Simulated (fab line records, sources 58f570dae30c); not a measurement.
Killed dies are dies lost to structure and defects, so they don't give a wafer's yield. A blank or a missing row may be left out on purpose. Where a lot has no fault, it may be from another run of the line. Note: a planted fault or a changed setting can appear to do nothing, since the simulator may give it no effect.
The tool behind it: which one? | flow berkeley cmos170 | Sampling: 6 lots, 18 wafers, 2 of 331 route steps

== WHAT THE GAUGES READ, wafer by wafer ==
UCB170_ACTIVE_THK_MEAS_06.
lot  | measured    | on            | ACTIVE_NITRIDE_THK (nm)
L712 | day 5 04:22 | film metro-01 | 218.9 221.3 221.4
L714 | day 5 18:44 | film metro-03 | 219.4 219.9 218.8
L723 | day 7 14:59 | film metro-03 | 220.1 221.2 220.7
L729 | day 9 04:37 | film metro-01 | 219.0 218.2 217.7
L731 | day 9 04:36 | film metro-03 | 217.1 219.4 218.2
L733 | day 9 20:46 | film metro-03 | 218.8 219.2 220.6

== WHICH TOOL RAN EACH LOT (tool, then ch and the chambers of the sampled wafers, then the start) ==
lot  | UCB170_ACTIVE_CVD_05
L712 | lpcvd-02 ch 0, day 5 02:26
L714 | lpcvd-01 ch 0, day 5 14:25
L723 | lpcvd-01 ch 1, day 7 12:06
L729 | lpcvd-01 ch 1, day 9 01:40
L731 | lpcvd-01 ch 1, day 9 01:40
L733 | lpcvd-02 ch 0, day 9 18:51
- UCB170_ACTIVE_CVD_05: deposits Si3N4 from SiH2Cl2/NH3, target thk 220 nm, time 3300 s.

== THE ANSWER, worked out from the rows above alone ==
Rule: what is usual is taken from the lots themselves. The widest of any qualifying gaps counts: lots, ordered by their means at a reading, are off when they make up no more than a third of the lots, leave a main group of 4 or more, and stand apart from it by 3 or more times the standard deviation of that group's means. If all means in a main group match to the digits the tables above print for the reading, that group is not used. Also off: a lot with no number at a reading for which 4 or more lots have one. Where the step has rows for the other lots, those lots are counted as sound.
No lot is off at any reading shown: from this, nothing can be told.

== WHAT THE SIMULATOR PUT IN ==
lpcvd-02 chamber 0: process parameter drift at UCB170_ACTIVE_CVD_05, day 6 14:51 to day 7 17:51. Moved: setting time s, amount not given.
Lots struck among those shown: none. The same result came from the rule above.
